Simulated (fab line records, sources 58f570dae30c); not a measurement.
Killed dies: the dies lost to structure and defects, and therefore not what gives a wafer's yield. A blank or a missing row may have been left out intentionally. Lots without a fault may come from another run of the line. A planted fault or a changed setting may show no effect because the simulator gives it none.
Which tool did it? || flow berkeley cmos170 || Sampling: 7 lots, 21 wafers, 2 of 331 route steps

== WHAT THE GAUGES READ, wafer by wafer ==
UCB170_M1_RS_MEAS_01: uses a four-point probe to measure.
{"lot": "L880", "measured": "day 8 12:32", "on": "film metro-01", "M1_AL_RS (ohm/sq)": "0.0496 0.0498 0.0501"}
{"lot": "L882", "measured": "day 8 17:23", "on": "film metro-01", "M1_AL_RS (ohm/sq)": "0.0503 0.0499 0.0498"}
{"lot": "L885", "measured": "day 9 16:45", "on": "film metro-02", "M1_AL_RS (ohm/sq)": "0.0497 0.0496 0.0494"}
{"lot": "L888", "measured": "day 10 10:45", "on": "film metro-01", "M1_AL_RS (ohm/sq)": "0.0488 0.0489 0.0495"}
{"lot": "L889", "measured": "day 11 05:53", "on": "film metro-01", "M1_AL_RS (ohm/sq)": "0.0525 0.0534 0.0524 0.0525 0.0534 0.0525"}
{"lot": "L893", "measured": "day 12 01:14", "on": "film metro-03", "M1_AL_RS (ohm/sq)": "0.0497 0.0499 0.0499"}
{"lot": "L900", "measured": "day 12 19:46", "on": "film metro-03", "M1_AL_RS (ohm/sq)": "0.0499 0.0502 0.0493"}

== EACH LOT AND THE TOOL THAT RAN IT (in order: tool; ch and the chambers of the sampled wafers; start) ==
{"lot": "L880", "UCB170_M1_SPUTTER_00": "pvd sputter-03, day 8 12:29"}
{"lot": "L882", "UCB170_M1_SPUTTER_00": "pvd sputter-01, day 8 17:19"}
{"lot": "L885", "UCB170_M1_SPUTTER_00": "pvd sputter-02, day 9 16:38"}
{"lot": "L888", "UCB170_M1_SPUTTER_00": "pvd sputter-03, day 10 10:39"}
{"lot": "L889", "UCB170_M1_SPUTTER_00": "pvd sputter-02, day 11 05:49"}
{"lot": "L893", "UCB170_M1_SPUTTER_00": "pvd sputter-01, day 12 01:10"}
{"lot": "L900", "UCB170_M1_SPUTTER_00": "pvd sputter-01, day 12 19:42"}
- UCB170_M1_SPUTTER_00: material Al, target thk 600 nm, time 80 s.

== THE ANSWER, worked out from the rows above alone ==
Rule: usual is defined by the lots themselves. The widest of any qualifying gaps counts: lots, ordered by their means at a reading, are off when they make up no more than a third of the lots, leave a main group of 4 or more, and stand apart from it by 3 or more times the standard deviation of that group's means. Not used: any main group whose means are identical at the precision the tables above print for the reading. A lot without any number at a reading at which 4 lots or more have one is off too. Any other lot the step has rows for is counted as sound.
Off: L889, at UCB170_M1_RS_MEAS_01 (M1_AL_RS). Main group: mean 0.0497 ohm/sq, sd 0.0003.
If a tool, at a process step before that reading, ran all the lots that are off and no sound lot after the first of them, it fits. The gauges at UCB170_M1_RS_MEAS_01 are tried like those tools. Can't be told from this: 2 tools fit, pvd sputter-02 at UCB170_M1_SPUTTER_00, film metro-01 at UCB170_M1_RS_MEAS_01.

== WHAT WAS PUT IN BY THE SIMULATOR ==
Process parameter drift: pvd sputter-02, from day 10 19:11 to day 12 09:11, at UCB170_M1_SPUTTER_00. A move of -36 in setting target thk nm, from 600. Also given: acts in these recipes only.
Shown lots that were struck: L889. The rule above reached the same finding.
